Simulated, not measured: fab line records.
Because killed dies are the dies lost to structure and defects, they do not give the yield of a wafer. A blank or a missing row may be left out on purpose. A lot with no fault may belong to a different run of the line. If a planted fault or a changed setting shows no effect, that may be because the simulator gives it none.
Problem report in the 8D (eight disciplines) form, filled by code	flow rit-cmos	the parts of the form that need people (team, actions taken, sign-off) are left out

## 1. THE ISSUE
NRETRO_TW at RIT_NRETRO_TW_MEAS_10 reads a mean of 31 on 3 wafers of 1 lot; wafers without a fault read 1056 with a standard deviation of 11. Measured from the usual mean, that is -93 standard deviations.
The first sign was on wafer L408.2 at day 3 23:33, on film-metro-04. The record has a number at this step for 39 wafers belonging to 13 lots. The rule behind "out" and "out of limits": a value lying over 4 standard deviations away from the usual mean. The other wafers with a number count as sound.

## 2. WHAT IT IS, WHAT IT ISN'T
question	is	is not
which readings at this step	NRETRO_TW	-
which lots	L408	L402, L404, L412, L414, L415, L416, L417, L418, L419, L420, L421, L422
which wafers of those lots	all that have a number	-
read on which gauges	film-metro-04	film-metro-01, film-metro-03
when	from day 3 23:33	up to then (6 sound wafers); but 30 sound wafers of L412, L414, L415, L416, L417, L418, L419, L420, L421, L422 came after

## 3. SUSPECTS, AND WHAT RULES EACH OUT
Counting: any tool at a process step up to the reading is kept as a suspect provided that every lot that is out went through it and no sound lot did after the first of them.
- the gauge at RIT_NRETRO_TW_MEAS_10: ruled out. All the wafers that are out were read on film-metro-04, but those of them that RIT_NWELL_STRIP_09 has rows for are out there too, on other tools.
- plasma-asher-04 at RIT_NWELL_STRIP_09 (strips in O2, time 180 s): ruled out as a lasting fault. The sound lots L420 went through it after L408, its earliest lot that is out (day 3 14:49).
Left after counting: nothing in the record.

## 4. THE CAUSE (what the simulator had put in)
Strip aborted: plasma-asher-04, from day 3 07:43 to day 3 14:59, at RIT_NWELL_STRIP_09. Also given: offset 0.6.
The count ruled it out by mistake, since the rule takes a fault to strike every lot its tool runs from the start of the fault on, and this one did not do so.

## 5. THE CHAIN OF EFFECTS, in route order
One row per reading whose mean, taken over the struck wafers that have a number, lies over 3 standard deviations from the usual. Only readings for which the record gives a usual standard deviation are gone through. hours: the time from each lot's start at the first step in this table that gives one to its start at this step, as a median over the lots. sigmas: the change in usual standard deviations.
hours	step	reading	usual	on struck wafers	change	sigmas
0	RIT_NWELL_STRIP_09	run-length-s	208.1 s	72.1	-136.0	-99 or more
9	RIT_NRETRO_TW_MEAS_10	NRETRO_TW	1056	31	-1025	-93
10	RIT_PRETRO_TW_MEAS_10	PRETRO_TW	472	61	-411	-99 or more
The process steps in it:
- RIT_NWELL_STRIP_09: strips in O2, time 180 s.

## 6. HOW IT WOULD HAVE BEEN CAUGHT EARLIER
In this record the first reading out of limits at a measuring or inspecting step was taken at day 3 23:33, 16 hours after the fault began at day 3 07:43.
Tool's own readings at RIT_NWELL_STRIP_09, run-length-s: out on all struck wafers the step has rows for; an alarm limit on them would have tripped on the first.
